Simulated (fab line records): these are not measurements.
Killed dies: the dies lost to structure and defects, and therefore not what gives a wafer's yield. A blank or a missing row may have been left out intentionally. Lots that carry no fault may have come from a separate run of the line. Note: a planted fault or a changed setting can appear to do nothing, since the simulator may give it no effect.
8D (eight disciplines) problem report, filled in by code | flow ritCmos | the parts of the form that need people (team, actions taken, sign-off) are left out

== 1. PROBLEM STATEMENT ==
Wafers free of any fault read -0.7 nm (standard deviation 1.6) for NLDD_OVL at RIT_NLDD_OVL_MEAS_06, against a mean of -301.4 nm on 12 wafers of 4 lots. So: -99 or more standard deviations from the usual mean.
First observed at day 4 14:14: wafer L355.3, on overlay-02. The record holds 48 wafers of 16 lots with a number at this step. Rule for "out", or "out of limits": more than 4 standard deviations from the usual mean. The rest of the wafers with a number are treated as sound.

== 2. WHAT IT IS, WHAT IT ISN'T ==
question                    | is                     | is not
which readings at this step | NLDD_OVL               | -
which lots                  | L355, L356, L357, L358 | L347, L349, L350, L351, L352, L353, L354, L359, L360, L364, L368, L370
which wafers of those lots  | all that have a number | -
read on which gauges        | overlay-01, overlay-02 | -
when                        | from day 4 14:14       | up to then (21 sound wafers); but 15 sound wafers of L359, L360, L364, L368, L370 came after

== 3. WHAT RULES OUT EACH SUSPECT ==
Counting: a tool at any process step up to the reading remains a suspect when it ran all the lots that are out and ran no sound lot after the first of those.
- the gauge at RIT_NLDD_OVL_MEAS_06: ruled out. The wafers that are out were read on 2 gauges (overlay-01, overlay-02).
- ilineStepper-01 at RIT_NLDD_EXPOSE_03 (exposes mask M7, target cd 40700 nm): kept. It ran every lot that is out, first L355 (day 4 13:52), and no sound lot after that; its last sound lot up to then is L353 (day 4 00:56).
After counting, what remains is ilineStepper-01 at RIT_NLDD_EXPOSE_03.

== 4. THE CAUSE (what the simulator had put in) ==
Scanner matching overlay: ilineStepper-01, from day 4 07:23 on, at RIT_NLDD_EXPOSE_03. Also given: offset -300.
Counting left only this tool.

== 5. THE EFFECT CHAIN, in route order ==
Each row: a reading where the mean over the struck wafers with a number is more than 3 standard deviations away from the usual. Scope: only readings with a usual standard deviation given in the record; hours: median across lots of the time from each lot's start at the first step in this table that gives one to its start at this step; sigmas: change in usual standard deviations.
hours | step                 | reading  | usual   | on struck wafers | change | sigmas
0     | RIT_NLDD_OVL_MEAS_06 | NLDD_OVL | -0.7 nm | -301.4           | -300.7 | -99 or more

== 6. WHAT WOULD HAVE CAUGHT IT SOONER ==
The first out-of-limits reading at a measuring or inspecting step in this record came at day 4 14:14, 7 hours after the fault's start at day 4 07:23.
An alarm limit of 4 standard deviations would not have fired on the tool readings at RIT_NLDD_EXPOSE_03 for which the record gives a usual standard deviation, since none of them was out on any struck wafer.
L356, L357, L358, from the lots that are out (4), started RIT_NLDD_EXPOSE_03 on ilineStepper-01 later than day 4 14:14. A hold on the tool at that time would have spared those 3.
